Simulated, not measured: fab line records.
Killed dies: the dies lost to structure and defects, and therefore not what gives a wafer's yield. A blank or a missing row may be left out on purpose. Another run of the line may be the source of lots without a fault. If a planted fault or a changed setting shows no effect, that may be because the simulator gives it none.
A struck lot beside a sound one    flow rit cmos    43 steps out of a route of 202
Sound: the wafers L672.1, L672.4, L672.6. Struck: wafers L684.2, L684.3, L684.4. At the end, the cause is stated.
For every step that has rows: the tool of each side, followed by ch and its chambers, followed by its first start. Under that, the readings that differ: sound wafers    struck wafers    difference of the means    sigmas: that difference in standard deviations of wafers without a fault.
alike: a reading whose means differ by less than 2 such deviations, as well as words and numbers matching on both sides. not compared: withheld readings; readings where some wafer has no value; bounds like >300 that might hide an equal value; numbers whose values overlap and for which the record gives no deviation.
A row with sigmas, a row that says differs or no value, or rows on one side alone: a step with any of these is where the two part. When numbers do not overlap yet have no deviation, they are printed without sigmas and do not part them. A reading that every wafer of one side lacks parts them only if that side has two wafers or more.

first, 6 steps without rows for these wafers: RIT_ACTIVE_HMDS_05 (prime time 60 s); RIT_ACTIVE_COAT_06 (resist thk 1000 nm); RIT_ACTIVE_SOFTBAKE_07 (time 60 s); RIT_ACTIVE_EXPOSE_08 (exposes mask M1, target cd 1400 nm); RIT_ACTIVE_PEB_09; RIT_ACTIVE_DEVELOP_10 (develop time 50 s).
RIT_ACTIVE_CD_MEAS_11 targets a cd of 1400 nm.
  sound on cd sem-02, day 1 19:26; struck on cd sem-01, day 4 07:35
  alike: cd nm
then, 1 step without rows for these wafers: RIT_ACTIVE_HARDBAKE_12 (time 60 s).
RIT_ACTIVE_ETCH_13: etches Si3N4 in SF6, stops on SiO2, time 210 s, target depth 210 nm.
  sound on rie diel-04 ch 0,2,3, day 1 19:43; struck on rie diel-04 ch 0,1,2, day 4 07:50
  alike: drypump motor current A, oes product au, throttle valve pct
  not compared: rf hours counter h
RIT_ACTIVE_STRIP_14: strips in O2, time 180 s.
  sound on plasma asher-01 ch 0,1, day 1 19:50; struck on plasma asher-02 ch 0,1, day 4 07:58
  alike: drypump motor current A, o2 flow sccm
  not compared: rf hours counter h
RIT_ACTIVE_CD_MEAS_90 targets a cd of 1400 nm.
  sound on cd sem-01, day 1 20:01; struck on cd sem-01, day 4 08:10
  alike: cd nm
then, 1 step without rows for these wafers: RIT_ACTIVE_CLEAN_15 (cleans in SC1, time 600 s).
RIT_ACTIVE_CLEAN_16: cleans in dHF, time 30 s.
  sound on wet bench-02 ch 0, day 1 20:20; struck on wet bench-02 ch 0, day 4 08:26
then, 2 steps without rows for these wafers: RIT_ACTIVE_CLEAN_17 (cleans in SC2, time 600 s); RIT_FOX1_OXIDATION_00 (target thk 350.7 nm, ox time 1130 s).
RIT_FOX1_THK_MEAS_01:
  sound on film metro-04, day 1 23:16; struck on film metro-04, day 4 12:54
  alike: FOX1_OXIDE_THK
then, 2 steps without rows for these wafers: RIT_FOX1_WET_ETCH_02 (etches SiO2 in BOE, target depth 350 nm, time 390 s); RIT_FOX2_OXIDATION_00 (target thk 350.7 nm, ox time 1130 s).
RIT_FOX2_THK_MEAS_01:
  sound on film metro-04, day 2 00:46; struck on film metro-04, day 4 14:24
  alike: FOX2_OXIDE_THK
then, 2 steps without rows for these wafers: RIT_FOX2_CLEAN_02 (cleans in dHF, time 180 s); RIT_FOX2_WET_ETCH_03 (etches Si3N4 in H3PO4, target depth 195 nm, time 2700 s).
RIT_FOX2_THK_MEAS_90:
  sound on film metro-03, day 2 01:47; struck on film metro-01, day 4 15:17
  alike: FIELD_OXIDE_LEFT_1_THK
then, 6 steps without rows for these wafers: RIT_NWELL_HMDS_00 (prime time 60 s); RIT_NWELL_COAT_01 (resist thk 1300 nm); RIT_NWELL_SOFTBAKE_02 (time 60 s); RIT_NWELL_EXPOSE_03 (exposes mask M2, target cd 43900 nm); RIT_NWELL_PEB_04; RIT_NWELL_DEVELOP_05 (develop time 68 s).
RIT_NWELL_OVL_MEAS_06:
  sound on overlay-02, day 2 02:50; struck on overlay-01, day 4 16:13
  alike: NWELL_OVL
then, 2 steps without rows for these wafers: RIT_NWELL_HARDBAKE_07 (time 120 s); RIT_NWELL_IMPLANT_08.
RIT_NWELL_STRIP_09: strips in O2, time 180 s.
  sound on plasma asher-04 ch 0,1, day 2 03:17; struck on plasma asher-03 ch 0,1, day 4 16:38
  alike: drypump motor current A, o2 flow sccm
  not compared: rf hours counter h
RIT_NWELL_TW_MEAS_10:
  sound on film metro-03, day 2 03:27; struck on film metro-02, day 4 16:50
  alike: NWELL_TW
then, 6 steps without rows for these wafers: RIT_PWELL_HMDS_00 (prime time 60 s); RIT_PWELL_COAT_01 (resist thk 1300 nm); RIT_PWELL_SOFTBAKE_02 (time 60 s); RIT_PWELL_EXPOSE_03 (exposes mask M3, target cd 43700 nm); RIT_PWELL_PEB_04; RIT_PWELL_DEVELOP_05 (develop time 68 s).
RIT_PWELL_OVL_MEAS_06:
  sound on overlay-01, day 2 04:35; struck on overlay-01, day 4 17:53
  alike: PWELL_OVL
then, 2 steps without rows for these wafers: RIT_PWELL_HARDBAKE_07 (time 120 s); RIT_PWELL_IMPLANT_08.
RIT_M1_PROBE_99:
  sound on prober-01, day 3 21:44; struck on prober-01, day 6 10:11
reading              sound  struck    difference  sigmas
killed_at_M0_to_M3   0 0 0  0 1 0     +0          +4
killed at front end  4 8 7  49 44 44  +39         +15
killed dies          4 8 7  49 45 44  +40         +15
killed on rim        1 2 1  6 4 3     +3          +2
  alike: killed at contacts, killed open, killed short

WHERE THEY PART
RIT_M1_PROBE_99 only, going by this record.

WHY: what the simulator had put in
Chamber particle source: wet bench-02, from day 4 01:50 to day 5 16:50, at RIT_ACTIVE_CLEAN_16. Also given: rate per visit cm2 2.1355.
